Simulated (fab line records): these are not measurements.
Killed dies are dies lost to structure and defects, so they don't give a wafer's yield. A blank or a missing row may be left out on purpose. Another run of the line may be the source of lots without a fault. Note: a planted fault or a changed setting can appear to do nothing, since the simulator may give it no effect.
The tool behind it: which one? | flow berkeley cmos170 | 21 wafers from 7 lots sampled at 2 of the route's 331 steps

WHAT THE GAUGES SHOWED, per wafer
UCB170_SPACER_THK_MEAS_01.
lot  | measured     | on            | SPACER_TEOS_THK (nm)
L709 | day 7 17:16  | film metro-04 | 381 384 384
L715 | day 8 12:27  | film metro-04 | 376 321 325
L720 | day 10 01:15 | film metro-03 | 371 382 379
L727 | day 10 15:25 | film metro-03 | 375 369 378
L725 | day 11 05:28 | film metro-03 | 383 381 388
L729 | day 11 13:14 | film metro-04 | 373 381 380
L731 | day 11 21:34 | film metro-02 | 381 373 380

TOOL THAT RAN EACH LOT (tool first, then ch and the chambers of the sampled wafers, then the start)
lot  | UCB170_SPACER_CVD_00
L709 | pecvd-03 ch 0,1,2, day 7 17:13
L715 | pecvd-01 ch 0,1, day 8 12:23
L720 | pecvd-02 ch 0,2, day 10 01:13
L727 | pecvd-02 ch 0,1, day 10 15:22
L725 | pecvd-03 ch 1,2, day 11 05:25
L729 | pecvd-02 ch 1,2, day 11 13:12
L731 | pecvd-01 ch 0,2, day 11 21:31
- UCB170_SPACER_CVD_00: deposits SiO2 from TEOS/O2, target thk 376 nm, time 47 s.

THE ANSWER, worked out from the rows above alone
Rule: the usual values come from the lots themselves. Put in order of their means at a reading, lots are off if they are a third of the lots or fewer, leave a main group of 4 or more, and stand apart from it by a gap of 3 or more times the standard deviation of the main group's means; of several such gaps the widest counts. A main group whose means are all the same, to the digits that the tables above print for the reading, isn't used. Also off: a lot with no number at a reading for which 4 or more lots have one. Where the step has rows for the other lots, those lots are counted as sound.
Off: L715, seen at UCB170_SPACER_THK_MEAS_01 (SPACER_TEOS_THK). Main group: mean 379 nm, sd 3.4.
If a tool, at a process step before that reading, ran all the lots that are off and no sound lot after the first of them, it fits. Those tools and the gauges at UCB170_SPACER_THK_MEAS_01 are tried in the same way. Not one of the candidates tried fits.

WHAT HAD BEEN PUT IN BY THE SIMULATOR
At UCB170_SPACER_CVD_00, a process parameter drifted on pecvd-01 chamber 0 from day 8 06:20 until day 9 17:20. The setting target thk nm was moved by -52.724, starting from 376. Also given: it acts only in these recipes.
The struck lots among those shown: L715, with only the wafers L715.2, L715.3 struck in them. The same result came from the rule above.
